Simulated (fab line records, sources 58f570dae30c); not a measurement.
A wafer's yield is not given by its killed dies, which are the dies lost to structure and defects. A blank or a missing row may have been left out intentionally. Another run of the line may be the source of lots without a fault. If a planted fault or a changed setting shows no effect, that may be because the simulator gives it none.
Matching of chambers    flow berkeley-cmos170    UCB170_V1_ETCH_14 on rie-diel-01: 4 sister chambers
The step etches SiO2 in CHF3/CF4/Ar, stops on Al, target depth 1250 nm, time 291 s. 14 wafers are shown with their chamber, then 7 later ones without.

== WAFERS PAIRED WITH THEIR CHAMBERS ==
wafer   chamber  drypump-motor-current-A (A)  oes-product-au (a.u.)  throttle-valve-pct (%)
L077.1  3        5.7                          0.873                  7.01
L077.3  0        6.0                          0.871                  7.03
L077.4  2        4.9                          0.857                  7.04
L079.3  2        4.9                          0.854                  7.04
L079.5  2        4.9                          0.851                  7.03
L079.6  3        5.8                          0.875                  7.02
L082.2  0        6.0                          0.876                  7.02
L082.3  3        5.7                          0.876                  7.02
L082.6  2        4.9                          0.858                  7.03
L086.1  1        5.2                          0.870                  7.01
L086.2  3        5.8                          0.866                  7.01
L086.6  2        4.9                          0.863                  7.03
L088.2  2        4.9                          0.855                  7.03
L088.4  3        5.7                          0.873                  7.01

SIGNATURES (averages over the wafers above)
reading                  chamber 0  chamber 1  chamber 2  chamber 3  scatter within a chamber
drypump-motor-current-A  6.000      5.200      4.900      5.740      0.0346
oes-product-au           0.87350    0.87000    0.85633    0.87260    0.00396
throttle-valve-pct       7.0250     7.0100     7.0333     7.0140     0.00551
Rule: a wafer's distance from a chamber is the root of the sum, over the readings, of the square of ((its reading less the chamber's mean) divided by the reading's scatter). The wafer belongs to the nearest chamber; if the next one is less than 2 further off, it can't be placed. How the scatter is found: for the shown wafers, subtract from each reading the mean of its chamber, square and add these, divide the total by (wafers less chambers), then take the root.

== WAFERS WITHOUT THEIR CHAMBER ==
wafer   drypump-motor-current-A (A)  oes-product-au (a.u.)  throttle-valve-pct (%)
L088.5  6.0                          0.874                  7.02
L095.2  6.0                          0.871                  7.02
L095.5  6.1                          0.872                  7.02
L095.6  5.2                          0.876                  7.00
L096.3  6.0                          0.875                  7.02
L096.5  5.2                          0.879                  6.99
L096.6  4.9                          0.889                  7.05

== WHICH CHAMBER EACH WENT THROUGH ==
wafer   from the rows above  in truth
L088.5  0                    0
L095.2  0                    0
L095.5  0                    0
L095.6  1                    1
L096.3  0                    0
L096.5  1                    1
L096.6  2                    2
Correct placement for 7 of the 7. Not placeable from these rows: 0. Wrongly placed: 0.
